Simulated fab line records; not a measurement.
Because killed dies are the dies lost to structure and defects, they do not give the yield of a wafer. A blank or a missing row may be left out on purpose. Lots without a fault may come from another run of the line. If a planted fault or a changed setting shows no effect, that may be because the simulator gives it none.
Shared-tool check :: flow berkeleyCmos170 :: 15 lots and 45 wafers in the sample

WHY IT WAS OPENED
UCB170_CONTACT_THK_MEAS_02, reading CONTACT_PSG_THK: flagged on 3 of 15 lots. Wafers without a fault read 698 nm, standard deviation 7.1.
Rule: a lot gets a flag if all its wafers with a number sit over 4 standard deviations from that mean, or if no wafer of it has a number. The rest of the lots are taken to be sound.

lot: L658
measured: day 6 23:49
on: filmMetro-03
CONTACT_PSG_THK (nm), wafer by wafer: 691 693 685
flag: 

lot: L659
measured: day 6 23:49
on: filmMetro-04
CONTACT_PSG_THK (nm), wafer by wafer: 697 696 702
flag: 

lot: L660
measured: day 6 23:49
on: filmMetro-02
CONTACT_PSG_THK (nm), wafer by wafer: 704 703 703
flag: 

lot: L662
measured: day 7 07:34
on: filmMetro-02
CONTACT_PSG_THK (nm), wafer by wafer: 770 775 771
flag: FLAGGED

lot: L661
measured: day 7 09:22
on: filmMetro-02
CONTACT_PSG_THK (nm), wafer by wafer: 770 762 759
flag: FLAGGED

lot: L664
measured: day 7 21:38
on: filmMetro-04
CONTACT_PSG_THK (nm), wafer by wafer: 782 779 785
flag: FLAGGED

lot: L666
measured: day 8 13:30
on: filmMetro-03
CONTACT_PSG_THK (nm), wafer by wafer: 707 708 702
flag: 

lot: L668
measured: day 8 15:16
on: filmMetro-03
CONTACT_PSG_THK (nm), wafer by wafer: 706 697 703
flag: 

lot: L670
measured: day 8 15:17
on: filmMetro-02
CONTACT_PSG_THK (nm), wafer by wafer: 699 705 703
flag: 

lot: L676
measured: day 10 19:50
on: filmMetro-03
CONTACT_PSG_THK (nm), wafer by wafer: 699 703 708
flag: 

lot: L675
measured: day 10 19:52
on: filmMetro-02
CONTACT_PSG_THK (nm), wafer by wafer: 697 693 697
flag: 

lot: L677
measured: day 11 09:39
on: filmMetro-03
CONTACT_PSG_THK (nm), wafer by wafer: 696 695 695
flag: 

lot: L679
measured: day 11 09:39
on: filmMetro-02
CONTACT_PSG_THK (nm), wafer by wafer: 688 690 689
flag: 

lot: L680
measured: day 11 17:46
on: filmMetro-04
CONTACT_PSG_THK (nm), wafer by wafer: 688 698 699
flag: 

lot: L678
measured: day 11 17:48
on: filmMetro-02
CONTACT_PSG_THK (nm), wafer by wafer: 686 688 691
flag: 
The mean of the flagged lots' numbers is 773 nm, +75 nm from the usual (+11 standard deviations).

WHICH TOOL RAN EACH LOT
The record holds 1 process step before the reading, out of a route of 331 steps. Read each cell as the tool, then ch plus the chambers that the sampled wafers visited, then the start.
lot: L658
flag: 
UCB170_CONTACT_CVD_01: lpcvd-01 ch 1, day 6 22:01

lot: L659
flag: 
UCB170_CONTACT_CVD_01: lpcvd-01 ch 0, day 6 22:01

lot: L660
flag: 
UCB170_CONTACT_CVD_01: lpcvd-01 ch 1, day 6 22:01

lot: L662
flag: FLAGGED
UCB170_CONTACT_CVD_01: lpcvd-01 ch 1, day 7 05:47

lot: L661
flag: FLAGGED
UCB170_CONTACT_CVD_01: lpcvd-01 ch 1, day 7 07:34

lot: L664
flag: FLAGGED
UCB170_CONTACT_CVD_01: lpcvd-01 ch 1, day 7 19:51

lot: L666
flag: 
UCB170_CONTACT_CVD_01: lpcvd-02 ch 1, day 8 11:43

lot: L668
flag: 
UCB170_CONTACT_CVD_01: lpcvd-02 ch 1, day 8 13:29

lot: L670
flag: 
UCB170_CONTACT_CVD_01: lpcvd-02 ch 0, day 8 13:29

lot: L676
flag: 
UCB170_CONTACT_CVD_01: lpcvd-02 ch 1, day 10 18:02

lot: L675
flag: 
UCB170_CONTACT_CVD_01: lpcvd-02 ch 1, day 10 18:02

lot: L677
flag: 
UCB170_CONTACT_CVD_01: lpcvd-02 ch 1, day 11 07:52

lot: L679
flag: 
UCB170_CONTACT_CVD_01: lpcvd-02 ch 1, day 11 07:52

lot: L680
flag: 
UCB170_CONTACT_CVD_01: lpcvd-01 ch 0, day 11 15:59

lot: L678
flag: 
UCB170_CONTACT_CVD_01: lpcvd-01 ch 0, day 11 15:59
What is done by these steps:
- UCB170_CONTACT_CVD_01: deposits PSG from SiH4/O2/PH3, target thk 700 nm, time 2820 s.
- UCB170_CONTACT_THK_MEAS_02

FLAGGED OVER TOTAL, TOOL BY TOOL (the gauges that took the reading come last)
step: UCB170_CONTACT_CVD_01
tool: lpcvd-01
lots run: 8
flagged: 3
share of the flagged lots: all
sound lots run after its first flagged lot: 2 (L678,L680)

step: UCB170_CONTACT_CVD_01
tool: lpcvd-02
lots run: 7
flagged: 0
share of the flagged lots: none
sound lots run after its first flagged lot: -

step: UCB170_CONTACT_THK_MEAS_02
tool: filmMetro-02
lots run: 7
flagged: 2
share of the flagged lots: some
sound lots run after its first flagged lot: 4 (L670,L675,L679,L678)

step: UCB170_CONTACT_THK_MEAS_02
tool: filmMetro-03
lots run: 5
flagged: 0
share of the flagged lots: none
sound lots run after its first flagged lot: -

step: UCB170_CONTACT_THK_MEAS_02
tool: filmMetro-04
lots run: 3
flagged: 1
share of the flagged lots: some
sound lots run after its first flagged lot: 1 (L680)

WHAT THE TABLE PERMITS
Rows of the table that ran each flagged lot: 1, that is lpcvd-01 at UCB170_CONTACT_CVD_01.
- lpcvd-01 at UCB170_CONTACT_CVD_01 ran 8 lots, 3 of them flagged. Sound lots followed the first flagged one (L678, L680) on it, something a lasting fault affecting the whole tool could not allow. Its own readings (spikeTcCentreC, spikeTcLoadC, spikeTcSourceC, susceptorTempC) fall more than 4 standard deviations out on all wafers of the flagged lots.
None of the table's rows ran every flagged lot and, after the first, no sound lot.

WHAT HAD BEEN PUT IN BY THE SIMULATOR
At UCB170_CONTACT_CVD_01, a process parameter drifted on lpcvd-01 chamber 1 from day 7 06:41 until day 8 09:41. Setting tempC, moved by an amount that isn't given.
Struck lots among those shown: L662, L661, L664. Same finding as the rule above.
